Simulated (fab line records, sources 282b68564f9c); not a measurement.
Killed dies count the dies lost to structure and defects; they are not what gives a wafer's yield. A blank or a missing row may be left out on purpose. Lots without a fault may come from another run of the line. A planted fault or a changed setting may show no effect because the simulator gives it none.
One fault through the eyes of 2 desks ; flow rit_cmos ; every desk sees just its own numbers, and what lay behind them comes last

## METROLOGY DESK
What the gauges read, lot by lot, whatever tool the lot ran on: means of the sampled wafers that have a number. If a lot's mean is further than 4 standard deviations from the usual mean, the lot is out of limits and carries the mark OUT (the distance appears in the brackets).
Columns: A = NWELL_TW at RIT_NWELL_TW_MEAS_10, usual 2150; B = NWELL_RS at RIT_WELLDRIVE_RS_MEAS_01, usual 275.6 ohm/sq; C = NRETRO_OVL at RIT_NRETRO_OVL_MEAS_06, usual 0.7 nm
lot;first seen here;A;B;C
L591;day 1 21:34;2155;275.0;2.2
L593;day 2 06:52;2150;275.6;3.0
L594;day 2 13:24;2156;276.1;-0.3
L596;day 2 22:29;2150;275.2;-0.2
L597;day 3 02:49;2135;276.0;-0.8
L600;day 3 18:45;2162;275.8;0.6
L601;day 4 03:23;2159;274.9;0.8
L602;day 4 04:50;2498 (+38) OUT;208.9 (-91) OUT;-
L603;day 4 09:02;2494 (+38) OUT;207.8 (-93) OUT;-
L604;day 5 00:07;2481 (+36) OUT;208.1 (-92) OUT;-
L607;day 5 06:14;2157;276.0;-0.4
L611;day 6 02:44;2146;275.1;0.3
L612;day 6 08:39;2149;275.6;0.9
L613;day 6 12:36;2152;274.3;1.1
L614;day 6 16:20;2155;275.8;-0.7
This desk reports L602, L603, L604 out of limits; the earliest was L602 at day 4 04:50 (NWELL_TW at RIT_NWELL_TW_MEAS_10). L591, L593, L594, L596, L597, L600, L601, L607, L611, L612, L613, L614: within limits.

## TOOL OWNER'S DESK, implanter-04
For each lot that ran on this tool, the mean over its sampled wafers that have a number, from the tool's own readings at RIT_NWELL_IMPLANT_08. If a lot's mean is further than 4 standard deviations from the usual mean, the lot is out of limits and carries the mark OUT (the distance appears in the brackets).
Columns: A = dose_ions_cm2 at RIT_NWELL_IMPLANT_08, usual 4.999e+13; B = end_station_pressure_torr at RIT_NWELL_IMPLANT_08, usual 5.14e-06 Torr; C = faraday_current_uA at RIT_NWELL_IMPLANT_08, usual 158
lot;first seen here;A;B;C
L591;day 1 21:14;4.996e+13;5.17e-06;162
L594;day 2 13:05;5.000e+13;5.06e-06;158
L596;day 2 22:10;5.003e+13;4.99e-06;157
L600;day 3 18:26;5.000e+13;5.24e-06;161
L602;day 4 04:31;8.002e+13 (+99 or more) OUT;5.25e-06;250 (+30) OUT
L603;day 4 08:44;7.993e+13 (+99 or more) OUT;5.31e-06;253 (+31) OUT
L604;day 4 23:48;7.999e+13 (+99 or more) OUT;5.00e-06;252 (+30) OUT
Finding of this desk: L602, L603, L604 out of limits; the first was L602 at day 4 04:31, on dose_ions_cm2 at RIT_NWELL_IMPLANT_08. L591, L594, L596, L600: within limits.

## ALL TOGETHER
On L602, L603, L604, at day 4 04:31, an alarm was possible from the tool owner's desk.
Metrology desk: alarm possible at day 4 04:50 on L602, L603, L604.
All the named lots went through RIT_NWELL_IMPLANT_08 on implanter-04.

## WHAT THE SIMULATOR HAD PUT IN
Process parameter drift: implanter-04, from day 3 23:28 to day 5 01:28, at RIT_NWELL_IMPLANT_08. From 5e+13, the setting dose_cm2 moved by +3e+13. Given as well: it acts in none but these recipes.
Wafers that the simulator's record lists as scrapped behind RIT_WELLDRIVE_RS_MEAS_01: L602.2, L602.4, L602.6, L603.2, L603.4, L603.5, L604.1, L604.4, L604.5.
Struck lots among those shown: L602, L603, L604.
Delay (hours) between the fault's onset and each desk's first out-of-limits reading: 5 at the tool owner's desk, 5 at the metrology desk.
